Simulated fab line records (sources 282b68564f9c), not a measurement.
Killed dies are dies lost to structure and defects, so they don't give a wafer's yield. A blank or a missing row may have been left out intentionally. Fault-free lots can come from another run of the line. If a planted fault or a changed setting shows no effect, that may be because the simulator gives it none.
fab line records || flow rit-cmos
record: {"lots": 15, "wafers": 45, "last-day": 7}
route steps=202 shown NLDD@112 M1@202
lots with no fault: from the same line, run without faults
start-h: start of the lot's first displayed wafer, in hours after the record's first day || wait-h: how many hours have passed since the lot's step before this one || " unchanged from the row above || L1.1+2: a single row standing in for several wafers || - no value, or no start was given || * or withheld: withheld || < > ~ a bound
route shown NAME@n: names a module that has steps shown in the file, with the first one's number in the route || usual: mean/standard deviation taken from wafers without a fault || same: alike in all rows || chamber/n: place in a boat || sites: each site's reading || _std_site: the standard deviation of these || _edge_site: outer sites' mean less inner sites' || radius-mm: how far each site lies from the wafer's centre || mask NAME#n: copy n || behind: the tool/chamber that last shaped the wafer || hold: cause of the lot's hold/its duration in hours/its outcome || device: the n, p or np transistor that did not switch || end of line: the same wafers' tests at the end of the route || step lacking rows: just its recipe || killed: dies lost to structure and defects at the first sort, not the wafer's yield || map: per-die view of a wafer (x killed, . not killed, _ where there is no die)
set.NAME: the setting that was run; set.NAME@STEP: the one run at that earlier step || model.NAME: the simulator's own value behind a step, which no gauge read
one table for each step of the route and one row for each wafer, over a sample of lots
services: the hour from which a tool's chamber was out of use, counted from the record's first day as start-h (under 0 if before that day), plus the number of hours and why
== steps ==
step: RIT_NLDD_STRIP_09
recipe: {"chemistry": "O2", "time-s": 180, "resist": "NOVOLAK", "platen-temp-c": "withheld", "power-w": 500, "pressure-mtorr": 4000, "o2-flow-sccm": 4000}
usual: {"chamber-pressure-mTorr": "4000/3.6", "drypump-motor-current-A": "6.00/0.28"}
{"lot.wafer": "L462.1", "tool": "plasma-asher-02", "chamber": 0, "start-h": 46.88, "wait-h": 0.1, "chamber-pressure-mTorr": 4001, "drypump-motor-current-A": 6.33, "rf-hours-counter-h": 40}
{"lot.wafer": "L462.2", "tool": "plasma-asher-02", "chamber": 1, "start-h": 46.88, "wait-h": 0.1, "chamber-pressure-mTorr": 4003, "drypump-motor-current-A": 5.96, "rf-hours-counter-h": 40}
{"lot.wafer": "L462.4", "tool": "plasma-asher-02", "chamber": 1, "start-h": 46.88, "wait-h": 0.1, "chamber-pressure-mTorr": 4001, "drypump-motor-current-A": 5.95, "rf-hours-counter-h": "-"}
{"lot.wafer": "L464.2", "tool": "plasma-asher-04", "chamber": 0, "start-h": 56.25, "wait-h": 0.1, "chamber-pressure-mTorr": 4002, "drypump-motor-current-A": 6.21, "rf-hours-counter-h": 40}
{"lot.wafer": "L464.3", "tool": "plasma-asher-04", "chamber": 0, "start-h": 56.25, "wait-h": 0.1, "chamber-pressure-mTorr": 4001, "drypump-motor-current-A": 6.23, "rf-hours-counter-h": "-"}
{"lot.wafer": "L464.5", "tool": "plasma-asher-04", "chamber": 1, "start-h": 56.25, "wait-h": 0.1, "chamber-pressure-mTorr": 4005, "drypump-motor-current-A": 5.50, "rf-hours-counter-h": "-"}
{"lot.wafer": "L465.1", "tool": "plasma-asher-04", "chamber": 0, "start-h": 58.67, "wait-h": 0.1, "chamber-pressure-mTorr": 3994, "drypump-motor-current-A": 6.20, "rf-hours-counter-h": 40}
{"lot.wafer": "L465.3", "tool": "plasma-asher-04", "chamber": 1, "start-h": 58.67, "wait-h": 0.1, "chamber-pressure-mTorr": 3998, "drypump-motor-current-A": 5.54, "rf-hours-counter-h": "-"}
{"lot.wafer": "L465.6", "tool": "plasma-asher-04", "chamber": 1, "start-h": 58.67, "wait-h": 0.1, "chamber-pressure-mTorr": 3996, "drypump-motor-current-A": 5.49, "rf-hours-counter-h": "-"}
{"lot.wafer": "L466.2", "tool": "plasma-asher-02", "chamber": 1, "start-h": 66.66, "wait-h": 0.1, "chamber-pressure-mTorr": 4001, "drypump-motor-current-A": 5.93, "rf-hours-counter-h": 43}
{"lot.wafer": "L466.5", "tool": "plasma-asher-02", "chamber": 0, "start-h": 66.66, "wait-h": 0.1, "chamber-pressure-mTorr": 4003, "drypump-motor-current-A": 6.36, "rf-hours-counter-h": "-"}
{"lot.wafer": "L466.6", "tool": "plasma-asher-02", "chamber": 1, "start-h": 66.66, "wait-h": 0.1, "chamber-pressure-mTorr": 4003, "drypump-motor-current-A": 5.92, "rf-hours-counter-h": "-"}
{"lot.wafer": "L467.1", "tool": "plasma-asher-03", "chamber": 1, "start-h": 70.98, "wait-h": 0.1, "chamber-pressure-mTorr": 4005, "drypump-motor-current-A": 5.81, "rf-hours-counter-h": 27}
{"lot.wafer": "L467.2", "tool": "plasma-asher-03", "chamber": 0, "start-h": 70.98, "wait-h": 0.1, "chamber-pressure-mTorr": 3999, "drypump-motor-current-A": 5.92, "rf-hours-counter-h": 27}
{"lot.wafer": "L467.4", "tool": "plasma-asher-03", "chamber": 0, "start-h": 70.98, "wait-h": 0.1, "chamber-pressure-mTorr": 4005, "drypump-motor-current-A": 5.91, "rf-hours-counter-h": "-"}
{"lot.wafer": "L468.4", "tool": "plasma-asher-03", "chamber": 0, "start-h": 73.97, "wait-h": 0.1, "chamber-pressure-mTorr": 3997, "drypump-motor-current-A": 5.89, "rf-hours-counter-h": "-"}
{"lot.wafer": "L468.5", "tool": "plasma-asher-03", "chamber": 0, "start-h": 73.97, "wait-h": 0.1, "chamber-pressure-mTorr": 4001, "drypump-motor-current-A": 5.94, "rf-hours-counter-h": "-"}
{"lot.wafer": "L468.6", "tool": "plasma-asher-03", "chamber": 1, "start-h": 73.97, "wait-h": 0.1, "chamber-pressure-mTorr": 4000, "drypump-motor-current-A": 5.83, "rf-hours-counter-h": "-"}
{"lot.wafer": "L469.4", "tool": "plasma-asher-02", "chamber": 0, "start-h": 77.64, "wait-h": 0.1, "chamber-pressure-mTorr": 4002, "drypump-motor-current-A": 6.30, "rf-hours-counter-h": "-"}
{"lot.wafer": "L469.5", "tool": "plasma-asher-02", "chamber": 0, "start-h": 77.64, "wait-h": 0.1, "chamber-pressure-mTorr": 3997, "drypump-motor-current-A": 6.31, "rf-hours-counter-h": "-"}
{"lot.wafer": "L469.6", "tool": "plasma-asher-02", "chamber": 1, "start-h": 77.64, "wait-h": 0.1, "chamber-pressure-mTorr": 3998, "drypump-motor-current-A": 5.97, "rf-hours-counter-h": "-"}
{"lot.wafer": "L470.2", "tool": "plasma-asher-03", "chamber": 0, "start-h": 85.85, "wait-h": 0.1, "chamber-pressure-mTorr": 4002, "drypump-motor-current-A": 5.94, "rf-hours-counter-h": 29}
{"lot.wafer": "L470.3", "tool": "plasma-asher-03", "chamber": 0, "start-h": 85.85, "wait-h": 0.1, "chamber-pressure-mTorr": 3999, "drypump-motor-current-A": 5.91, "rf-hours-counter-h": "-"}
{"lot.wafer": "L470.4", "tool": "plasma-asher-03", "chamber": 1, "start-h": 85.85, "wait-h": 0.1, "chamber-pressure-mTorr": 4003, "drypump-motor-current-A": 5.82, "rf-hours-counter-h": "-"}
{"lot.wafer": "L474.2", "tool": "plasma-asher-02", "chamber": 0, "start-h": 107.37, "wait-h": 0.1, "chamber-pressure-mTorr": 1998, "drypump-motor-current-A": 6.35, "rf-hours-counter-h": 47}
{"lot.wafer": "L474.3", "tool": "plasma-asher-02", "chamber": 0, "start-h": 107.37, "wait-h": 0.1, "chamber-pressure-mTorr": 1998, "drypump-motor-current-A": 6.36, "rf-hours-counter-h": "-"}
{"lot.wafer": "L474.4", "tool": "plasma-asher-02", "chamber": 1, "start-h": 107.37, "wait-h": 0.1, "chamber-pressure-mTorr": 4000, "drypump-motor-current-A": 5.93, "rf-hours-counter-h": "-"}
{"lot.wafer": "L475.1", "tool": "plasma-asher-02", "chamber": 1, "start-h": 109.93, "wait-h": 0.1, "chamber-pressure-mTorr": 3999, "drypump-motor-current-A": 5.92, "rf-hours-counter-h": 47}
{"lot.wafer": "L475.2", "tool": "plasma-asher-02", "chamber": 0, "start-h": 109.93, "wait-h": 0.1, "chamber-pressure-mTorr": 2003, "drypump-motor-current-A": 6.32, "rf-hours-counter-h": 47}
{"lot.wafer": "L475.3", "tool": "plasma-asher-02", "chamber": 1, "start-h": 109.93, "wait-h": 0.1, "chamber-pressure-mTorr": 4004, "drypump-motor-current-A": 5.96, "rf-hours-counter-h": "-"}
{"lot.wafer": "L476.1", "tool": "plasma-asher-02", "chamber": 0, "start-h": 115.97, "wait-h": 0.1, "chamber-pressure-mTorr": 1998, "drypump-motor-current-A": 6.32, "rf-hours-counter-h": 48}
{"lot.wafer": "L476.3", "tool": "plasma-asher-02", "chamber": 0, "start-h": 115.97, "wait-h": 0.1, "chamber-pressure-mTorr": 1992, "drypump-motor-current-A": 6.35, "rf-hours-counter-h": "-"}
{"lot.wafer": "L476.6", "tool": "plasma-asher-02", "chamber": 1, "start-h": 115.97, "wait-h": 0.1, "chamber-pressure-mTorr": 4003, "drypump-motor-current-A": 5.91, "rf-hours-counter-h": "-"}
{"lot.wafer": "L477.2", "tool": "plasma-asher-04", "chamber": 0, "start-h": 118.38, "wait-h": 0.1, "chamber-pressure-mTorr": 4000, "drypump-motor-current-A": 6.23, "rf-hours-counter-h": 0}
{"lot.wafer": "L477.3", "tool": "plasma-asher-04", "chamber": 0, "start-h": 118.38, "wait-h": 0.1, "chamber-pressure-mTorr": 3996, "drypump-motor-current-A": 6.23, "rf-hours-counter-h": "-"}
{"lot.wafer": "L477.4", "tool": "plasma-asher-04", "chamber": 1, "start-h": 118.38, "wait-h": 0.1, "chamber-pressure-mTorr": 3998, "drypump-motor-current-A": 5.48, "rf-hours-counter-h": "-"}
{"lot.wafer": "L478.3", "tool": "plasma-asher-03", "chamber": 0, "start-h": 126.03, "wait-h": 0.1, "chamber-pressure-mTorr": 3998, "drypump-motor-current-A": 5.94, "rf-hours-counter-h": "-"}
{"lot.wafer": "L478.5", "tool": "plasma-asher-03", "chamber": 0, "start-h": 126.03, "wait-h": 0.1, "chamber-pressure-mTorr": 3999, "drypump-motor-current-A": 5.96, "rf-hours-counter-h": "-"}
{"lot.wafer": "L478.6", "tool": "plasma-asher-03", "chamber": 1, "start-h": 126.03, "wait-h": 0.1, "chamber-pressure-mTorr": 3996, "drypump-motor-current-A": 5.81, "rf-hours-counter-h": "-"}
{"lot.wafer": "L483.3", "tool": "plasma-asher-04", "chamber": 0, "start-h": 148.69, "wait-h": 0.2, "chamber-pressure-mTorr": 3995, "drypump-motor-current-A": 6.22, "rf-hours-counter-h": "-"}
{"lot.wafer": "L483.4", "tool": "plasma-asher-04", "chamber": 1, "start-h": 148.69, "wait-h": 0.2, "chamber-pressure-mTorr": 3997, "drypump-motor-current-A": 5.50, "rf-hours-counter-h": "-"}
{"lot.wafer": "L483.6", "tool": "plasma-asher-04", "chamber": 1, "start-h": 148.69, "wait-h": 0.2, "chamber-pressure-mTorr": 3993, "drypump-motor-current-A": 5.50, "rf-hours-counter-h": "-"}
{"lot.wafer": "L484.4", "tool": "plasma-asher-03", "chamber": 0, "start-h": 155.12, "wait-h": 0.1, "chamber-pressure-mTorr": 4000, "drypump-motor-current-A": 5.94, "rf-hours-counter-h": "-"}
{"lot.wafer": "L484.5", "tool": "plasma-asher-03", "chamber": 1, "start-h": 155.12, "wait-h": 0.1, "chamber-pressure-mTorr": 4004, "drypump-motor-current-A": 5.80, "rf-hours-counter-h": "-"}
{"lot.wafer": "L484.6", "tool": "plasma-asher-03", "chamber": 0, "start-h": 155.12, "wait-h": 0.1, "chamber-pressure-mTorr": 4002, "drypump-motor-current-A": 5.92, "rf-hours-counter-h": "-"}
step: RIT_M1_PROBE_99
usual: {"killed-at-contacts": "0.1/0.24", "killed-at-front-end": "7/3.2", "killed-dies": "7/3.2", "killed-open": "3.6/2.1", "killed-short": "3.5/2"}
same: {"gross-dies": 264, "killed_at_M0_to_M3": 0, "killed_at_M4_up": 0, "killed-at-back-side": 0, "killed-at-other": 0}
{"lot.wafer": "L474.2", "tool": "prober-02", "chamber": "-", "start-h": 122.56, "wait-h": 0.1, "killed-at-contacts": 0, "killed-at-front-end": 12, "killed-dies": 12, "killed-open": 7, "killed-short": 5}
{"lot.wafer": "L474.3", "tool": "prober-02", "chamber": "-", "start-h": 122.61, "wait-h": 0.2, "killed-at-contacts": 0, "killed-at-front-end": 3, "killed-dies": 3, "killed-open": 1, "killed-short": 2}
{"lot.wafer": "L474.4", "tool": "prober-02", "chamber": "-", "start-h": 122.66, "wait-h": 0.2, "killed-at-contacts": 0, "killed-at-front-end": 5, "killed-dies": 5, "killed-open": 4, "killed-short": 1}
{"lot.wafer": "L475.1", "tool": "prober-01", "chamber": "-", "start-h": 125.08, "wait-h": 0.1, "killed-at-contacts": 0, "killed-at-front-end": 7, "killed-dies": 7, "killed-open": 4, "killed-short": 3}
{"lot.wafer": "L475.2", "tool": "prober-01", "chamber": "-", "start-h": 125.13, "wait-h": 0.1, "killed-at-contacts": 0, "killed-at-front-end": 3, "killed-dies": 3, "killed-open": 3, "killed-short": 0}
{"lot.wafer": "L475.3", "tool": "prober-01", "chamber": "-", "start-h": 125.18, "wait-h": 0.2, "killed-at-contacts": 0, "killed-at-front-end": 2, "killed-dies": 2, "killed-open": 0, "killed-short": 2}
killed by level:class
L474.2 GATE:geometric-particle:short=4 GATE:geometric-particle:open=3 SPACER:geometric-particle:open=2 FOX1:geometric-particle:open=1 SPACER:geometric-particle:short=1 SILICIDE:geometric-particle:open=1
L474.3 FOX1:geometric-particle:open=1 FOX2:geometric-particle:short=1 GATE:geometric-particle:short=1
L474.4 GATE:geometric-particle:open=2 FOX1:geometric-particle:short=1 REOX:geometric-particle:open=1 SILICIDE:geometric-particle:open=1
L475.1 GATE:geometric-particle:short=2 SPACER:geometric-particle:open=2 FOX2:geometric-particle:open=1 GATE:geometric-particle:open=1 SPACER:geometric-particle:short=1
L475.2 SILICIDE:geometric-particle:open=2 FOX1:geometric-particle:open=1
L475.3 GATE:geometric-particle:short=1 REOX:geometric-particle:short=1
== services ==
{"tool": "plasma-asher-03", "chamber": "-", "start-h": 27.07, "hours": 0.7, "kind": "repair"}
{"tool": "plasma-asher-02", "chamber": "-", "start-h": 33.44, "hours": 0.7, "kind": "repair"}
{"tool": "plasma-asher-04", "chamber": "-", "start-h": 108.75, "hours": 9.0, "kind": "pm"}
{"tool": "plasma-asher-04", "chamber": 0, "start-h": 108.75, "hours": 9.0, "kind": "vent-cycle"}
{"tool": "plasma-asher-04", "chamber": 1, "start-h": 108.75, "hours": 9.0, "kind": "vent-cycle"}
{"tool": "plasma-asher-03", "chamber": "-", "start-h": 109.64, "hours": 4.5, "kind": "repair"}
{"tool": "plasma-asher-04", "chamber": 0, "start-h": 117.75, "hours": "-", "kind": "clean"}
{"tool": "plasma-asher-04", "chamber": 1, "start-h": 117.75, "hours": "-", "kind": "clean"}
{"tool": "plasma-asher-04", "chamber": "-", "start-h": 135.38, "hours": 1.3, "kind": "repair"}
{"tool": "plasma-asher-04", "chamber": "-", "start-h": 138.57, "hours": 1.2, "kind": "repair"}
== key ==
first-sign: {"step": "RIT_NLDD_STRIP_09", "reading": "chamber-pressure-mTorr", "direction": "down", "sigmas": "99+", "usual": 4000, "struck": 1998}
effect none on later readings
met-at RIT_NLDD_STRIP_09
struck-lots L474,L475,L476
struck-wafers L474.2,L474.3,L475.2,L476.1,L476.3
tester-left-out L474,L475,L476
onset-between 77.64 107.37
fault: {"kind": "process-parameter-drift", "tool": "plasma-asher-02", "chamber": 0, "onset-h": 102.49, "steps": "RIT_NLDD_STRIP_09", "channel": "pressure-mtorr", "offset": -2000, "shape": "step", "end-h": 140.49, "acts-in": "these-recipes-only", "stated": 4000}
tester-left-out: of these lots the tester's yield and bins aren't shown, on N5 and GAA mostly nor the transistor test; their killed dies are dies lost to structure and defects alone, not to doping, threshold or leakage, so they don't give the yield
